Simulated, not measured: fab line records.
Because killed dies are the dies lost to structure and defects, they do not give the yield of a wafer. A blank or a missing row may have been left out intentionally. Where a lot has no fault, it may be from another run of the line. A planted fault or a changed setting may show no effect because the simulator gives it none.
The same fault as seen by 2 desks / flow ritCmos / each desk has only its own numbers; what lay behind them comes last

## DESK OF THE TOOL OWNER: furnace-04
The tool's own readings at RIT_FOX2_OXIDATION_00 (target thk 350.7 nm, ox time 1130 s): means of the sampled wafers that have a number, for each lot that ran on this tool. Any lot whose mean is over 4 standard deviations away from the usual mean is out of limits and marked OUT; that distance is given in the brackets.
Columns: A = spikeTcCentreC at RIT_FOX2_OXIDATION_00, usual 1101.6 C; B = spikeTcLoadC at RIT_FOX2_OXIDATION_00, usual 1125.7 C; C = spikeTcSourceC at RIT_FOX2_OXIDATION_00, usual 1124.7 C
lot=L706; first seen here=day 1 23:05; A=1099.9; B=1123.9; C=1123.3
lot=L707; first seen here=day 2 05:43; A=1100.3; B=1123.5; C=1122.2
lot=L709; first seen here=day 2 16:20; A=1101.3; B=1123.7; C=1122.8
lot=L714; first seen here=day 3 17:05; A=1100.7; B=1123.3; C=1122.2
lot=L717; first seen here=day 4 07:22; A=1110.2 (+5.4) OUT; B=1133.6; C=1132.1
lot=L718; first seen here=day 4 11:41; A=1110.7 (+5.7) OUT; B=1133.3; C=1132.9
lot=L719; first seen here=day 4 16:13; A=1109.9 (+5.2) OUT; B=1134.4; C=1133.0
This desk's finding: out of limits on L717, L718, L719; first on L717, day 4 07:22 (spikeTcCentreC at RIT_FOX2_OXIDATION_00). L706, L707, L709, L714: within limits.

## THE METROLOGY DESK
Lot by lot, what the gauges showed, no matter which tool ran the lot: averages of those sampled wafers that carry a number. Any lot whose mean is over 4 standard deviations away from the usual mean is out of limits and marked OUT; that distance is given in the brackets.
Columns: A = PWELL_OVL at RIT_PWELL_OVL_MEAS_06, usual -0.1 nm; B = NRETRO_OVL at RIT_NRETRO_OVL_MEAS_06, usual -1.0 nm
lot=L705; first seen here=day 1 23:10; A=-2.3; B=-3.1
lot=L706; first seen here=day 2 04:14; A=-1.2; B=-1.6
lot=L707; first seen here=day 2 10:35; A=0.0; B=-2.0
lot=L708; first seen here=day 2 13:41; A=1.4; B=1.0
lot=L709; first seen here=day 2 21:15; A=-0.2; B=-0.5
lot=L711; first seen here=day 3 06:05; A=-1.5; B=-1.2
lot=L712; first seen here=day 3 10:14; A=-0.2; B=-2.3
lot=L713; first seen here=day 3 18:20; A=0.3; B=-2.3
lot=L714; first seen here=day 3 21:50; A=-0.4; B=-1.3
lot=L717; first seen here=day 4 12:14; A=-1.6; B=-2.2
lot=L718; first seen here=day 4 16:31; A=0.7; B=1.3
lot=L719; first seen here=day 4 21:06; A=1.7; B=-0.7
lot=L722; first seen here=day 5 19:49; A=-1.0; B=-1.7
lot=L726; first seen here=day 6 09:34; A=2.5; B=1.8
lot=L727; first seen here=day 6 18:23; A=1.4; B=-0.4
This desk's finding: nothing out of limits on any of the 15 lots.

## PUT TOGETHER
The tool owner's desk could have raised an alarm at day 4 07:22, on L717, L718, L719.
Metrology desk: nothing out of limits seen.
The metrology desk has L717, L718, L719 on record, within its limits.
Every lot named ran RIT_FOX2_OXIDATION_00 on furnace-04.

## WHAT HAD BEEN PUT IN BY THE SIMULATOR
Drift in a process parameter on furnace-04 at RIT_FOX2_OXIDATION_00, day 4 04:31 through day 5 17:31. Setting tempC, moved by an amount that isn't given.
Shown lots that were struck: L717, L718, L719.
Each desk's first reading out of limits, in hours after the fault started: the tool owner's desk, 3.
